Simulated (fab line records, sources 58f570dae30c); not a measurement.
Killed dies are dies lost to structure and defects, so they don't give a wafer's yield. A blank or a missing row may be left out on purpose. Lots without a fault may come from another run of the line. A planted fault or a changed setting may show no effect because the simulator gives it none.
Which tool did it? | flow berkeley_cmos170 | 8 lots, 24 wafers sampled, at 2 steps of a route of 331

WHAT THE GAUGES READ, wafer by wafer
UCB170_GATE_THK_MEAS_05.
lot  | measured     | on            | GATE_POLY_THK (nm)
L541 | day 6 18:37  | film_metro-01 | 215.4 216.5 215.6
L543 | day 6 18:41  | film_metro-01 | 215.6 213.4 214.7
L547 | day 7 18:53  | film_metro-02 | 216.2 215.2 213.5
L550 | day 8 05:04  | film_metro-02 | 216.1 215.0 214.8
L551 | day 9 02:59  | film_metro-02 | 131.3 129.2 131.4
L553 | day 9 03:02  | film_metro-02 | 130.4 129.8 132.3
L560 | day 10 17:45 | film_metro-01 | 217.1 214.4 215.7
L562 | day 10 17:44 | film_metro-02 | 215.5 215.3 215.6

WHICH TOOL RAN EACH LOT (tool, then ch and the chambers of the sampled wafers, then the start)
lot  | UCB170_GATE_CVD_04
L541 | lpcvd-02 ch 1, day 6 17:13
L543 | lpcvd-02 ch 1, day 6 17:13
L547 | lpcvd-02 ch 1, day 7 17:29
L550 | lpcvd-01 ch 1, day 8 03:40
L551 | lpcvd-01 ch 0, day 9 01:33
L553 | lpcvd-01 ch 0, day 9 01:33
L560 | lpcvd-02 ch 0, day 10 15:38
L562 | lpcvd-02 ch 1, day 10 15:38
- UCB170_GATE_CVD_04: deposits poly-Si from SiH4, time 1440 s, target thk 214 nm.

THE ANSWER, worked out from the rows above alone
Rule: what is usual is taken from the lots themselves. Put in order of their means at a reading, lots are off if they are a third of the lots or fewer, leave a main group of 4 or more, and stand apart from it by a gap of 3 or more times the standard deviation of the main group's means; of several such gaps the widest counts. A main group whose means are all the same, to the digits that the tables above print for the reading, isn't used. A lot without any number at a reading at which 4 lots or more have one is off too. The other lots that the step has rows for count as sound.
Off: L551, L553, at UCB170_GATE_THK_MEAS_05 (GATE_POLY_THK). The main group: mean 215.3 nm, standard deviation 0.44.
A tool fits if, at a process step before that reading, it ran every lot that is off, and no sound lot after the first of them. The gauges at UCB170_GATE_THK_MEAS_05 are tried like those tools. One fits: lpcvd-01 at UCB170_GATE_CVD_04. Its last sound lot is L550 (day 8 03:40), its first lot that is off L551 (day 9 01:33): a fault that began between those two fits.

WHAT THE SIMULATOR HAD PUT IN
Process parameter drift: lpcvd-01, from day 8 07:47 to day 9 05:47, at UCB170_GATE_CVD_04. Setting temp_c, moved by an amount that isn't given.
Lots struck among those shown: L551, L553. The rule above found the same.
